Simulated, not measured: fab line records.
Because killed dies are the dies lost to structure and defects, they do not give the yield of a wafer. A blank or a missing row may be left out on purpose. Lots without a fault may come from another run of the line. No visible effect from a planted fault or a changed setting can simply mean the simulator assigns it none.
Struck lot and sound lot, side by side ; flow berkeleyCmos170 ; 16 steps out of a route of 331
Sound: these wafers, L855.1, L855.3, L855.4. Struck: wafers L863.3, L863.5, L863.6. The cause is given at the end.
Per side, at each step with rows, come the tool, then ch with its chambers, and then its first start. Under that, the readings that differ: sound wafers ; struck wafers ; difference of the means ; sigmas: that difference in standard deviations of wafers without a fault.
alike: readings with means less than 2 such deviations apart, plus words and numbers identical on both sides. not compared: withheld readings, readings lacking a value on some wafer, bounds such as >300 that could conceal the same value, and numbers that have no deviation in the record and whose values overlap.
A row with sigmas, a row that says differs or no value, or rows on one side alone: a step with any of these is where the two part. When numbers do not overlap yet have no deviation, they are printed without sigmas and do not part them. A reading that every wafer of one side lacks parts them only if that side has two wafers or more.

UCB170_PWELL_THK_MEAS_03:
  struck on filmMetro-02, day 6 01:14; sound on filmMetro-03, day 4 13:05
  alike: PWELL_OXIDE_THK
then, 2 steps without rows for these wafers: UCB170_PWELL_ANNEAL_04 (time 900 s); UCB170_PWELL_CVD_05 (deposits Si3N4 from SiH2Cl2/NH3, target thk 220 nm, time 3300 s).
UCB170_PWELL_THK_MEAS_06:
  struck on filmMetro-03, day 6 10:17; sound on filmMetro-04, day 4 20:05
  alike: PWELL_NITRIDE_THK
then, 6 steps without rows for these wafers: UCB170_PWELL_HMDS_07 (prime time 60 s); UCB170_PWELL_COAT_08 (resist thk 900 nm); UCB170_PWELL_SOFTBAKE_09 (time 60 s); UCB170_PWELL_EXPOSE_10 (exposes mask PWELL, target cd 3000 nm); UCB170_PWELL_PEB_11; UCB170_PWELL_DEVELOP_12 (develop time 45 s).
UCB170_PWELL_OVL_MEAS_13:
  struck on overlay-02, day 6 11:18; sound on overlay-02, day 4 21:49
  alike: PWELL_OVL
UCB170_PWELL_ETCH_14: etches Si3N4 in CH3F/Ar/O2, stops on SiO2, target depth 242 nm, time 151 s.
  sound on rieDiel-02 ch 0,1,2, day 4 21:51; struck on rieDiel-03 ch 0,1, day 6 11:19
  alike: CH3F_flow_sccm, drypumpMotorCurrentA, oesProductAu, throttleValvePct
  not compared: rfHoursCounterH
UCB170_PWELL_IMPLANT_15:
  sound on implanter-04 ch 0, day 4 21:57; struck on implanter-04 ch 0, day 6 11:28
reading;sound;struck;difference;sigmas
doseIonsCm2;5.002e+12 4.993e+12 5.011e+12;4.398e+12 4.396e+12 4.398e+12;-6.047e+11;-96
faradayCurrentUA;16.1 15.6 16.5;14.4 13.8 14.2;-1.9;-6
UCB170_PWELL_STRIP_16: strips in O2.
  sound on plasmaAsher-04 ch 0,1, day 4 22:06; struck on plasmaAsher-01 ch 0,1, day 6 11:37
  alike: drypumpMotorCurrentA, oesProductAu, stripTimeToEndpointS
  not compared: rfHoursCounterH
UCB170_PWELL_TW_MEAS_17:
  struck on filmMetro-03, day 6 11:55; sound on filmMetro-04, day 4 22:12
reading;sound;struck;difference;sigmas
PWELL_TW;371.7 373.8 374.8;362.9 364.9 364.4;-9.4;-3
  not compared: hold
UCB170_M3_PROBE_99:
  the record holds rows for the sound wafers here (prober-01, day 10 14:43) but none for the struck ones

== WHERE THEY PART ==
Earliest at UCB170_PWELL_IMPLANT_15; latest, in this record, at UCB170_M3_PROBE_99.

WHY: what had been put in by the simulator
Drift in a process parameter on implanter-04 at UCB170_PWELL_IMPLANT_15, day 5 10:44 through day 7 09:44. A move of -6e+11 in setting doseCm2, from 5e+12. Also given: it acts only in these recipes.
